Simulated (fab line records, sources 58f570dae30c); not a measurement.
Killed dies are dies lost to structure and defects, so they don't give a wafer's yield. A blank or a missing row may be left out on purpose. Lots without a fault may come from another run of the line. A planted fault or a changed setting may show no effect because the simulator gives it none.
Problem report in the 8D (eight disciplines) form, filled by code | flow berkeley_cmos170 | the parts of the form that need people (team, actions taken, sign-off) are left out

1. THE PROBLEM
tube_center_temp_C at UCB170_M1_ANNEAL_14 reads a mean of 480 C on 9 wafers of 3 lots; wafers without a fault read 400 C with a standard deviation of 0.03. That is +99 or more standard deviations from the usual mean.
The step: time 1200 s.
First seen on wafer L142.4, day 12 14:53, on furnace-03. The record holds 45 wafers of 15 lots with a number at this step. Rule for "out", or "out of limits": more than 4 standard deviations from the usual mean. The other wafers with a number count as sound.

2. WHAT IT IS AND WHAT IT IS NOT
question                    | is                                                                                                                                                                   | is not
which readings at this step | tube_center_temp_C, spike_tc_centre_C, spike_tc_load_C, spike_tc_source_C, tube_center_temp_C_max, zone_power_centre_pct, zone_power_load_pct, zone_power_source_pct | -
which lots                  | L142, L144, L145                                                                                                                                                     | L124, L125, L128, L129, L130, L132, L134, L136, L137, L138, L140, L141
which wafers of those lots  | all that have a number                                                                                                                                               | -
read on which tools         | furnace-03                                                                                                                                                           | -
when                        | from day 12 14:53                                                                                                                                                    | up to then (36 sound wafers)

3. SUSPECTS, AND WHAT RULES EACH OUT
Counting: a tool at a process step up to the reading stays a suspect if it ran every lot that is out and no sound lot after the first of them.
- furnace-03 at UCB170_M1_ANNEAL_14 (time 1200 s): kept. It ran every lot that is out, first L142 (day 12 14:53), and no sound lot after that; its last sound lot up to then is L140 (day 11 13:47). Its own readings are out on those wafers: spike_tc_centre_C, spike_tc_load_C, spike_tc_source_C, tube_center_temp_C, tube_center_temp_C_max, zone_power_centre_pct, zone_power_load_pct, zone_power_source_pct.
Left after counting: furnace-03 at UCB170_M1_ANNEAL_14.

4. THE CAUSE (what the simulator had put in)
Process parameter drift: furnace-03, from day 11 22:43 on, at UCB170_M1_ANNEAL_14. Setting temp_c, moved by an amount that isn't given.
Counting left only this tool.

5. THE CHAIN OF EFFECTS, in route order
Each row: a reading whose mean over the struck wafers that have a number lies more than 3 standard deviations from the usual. Only readings for which the record gives a usual standard deviation are gone through. hours: the time from each lot's start at the first step in this table that gives one to its start at this step, as a median over the lots. sigmas: the change in usual standard deviations.
hours | step                | reading                | usual   | on struck wafers | change | sigmas
0     | UCB170_M1_ANNEAL_14 | spike_tc_centre_C      | 402.0 C | 482.0            | +80.0  | +73
0     | UCB170_M1_ANNEAL_14 | spike_tc_load_C        | 418.5 C | 499.7            | +81.2  | +81
0     | UCB170_M1_ANNEAL_14 | spike_tc_source_C      | 418.7 C | 500.2            | +81.5  | +74
0     | UCB170_M1_ANNEAL_14 | tube_center_temp_C     | 400 C   | 480              | +80    | +99 or more
0     | UCB170_M1_ANNEAL_14 | tube_center_temp_C_max | 401.03  | 481.12           | +80.09 | +99 or more
0     | UCB170_M1_ANNEAL_14 | zone_power_centre_pct  | 15.93 % | 19.39            | +3.46  | +25
0     | UCB170_M1_ANNEAL_14 | zone_power_load_pct    | 5.14 %  | 7.01             | +1.87  | +37
0     | UCB170_M1_ANNEAL_14 | zone_power_source_pct  | 4.89 %  | 6.62             | +1.73  | +34
The process steps in it:
- UCB170_M1_ANNEAL_14: time 1200 s.

6. WHAT WOULD HAVE CAUGHT IT SOONER
In this record the first reading out of limits was taken at day 12 14:53, 16 hours after the fault began at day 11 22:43.
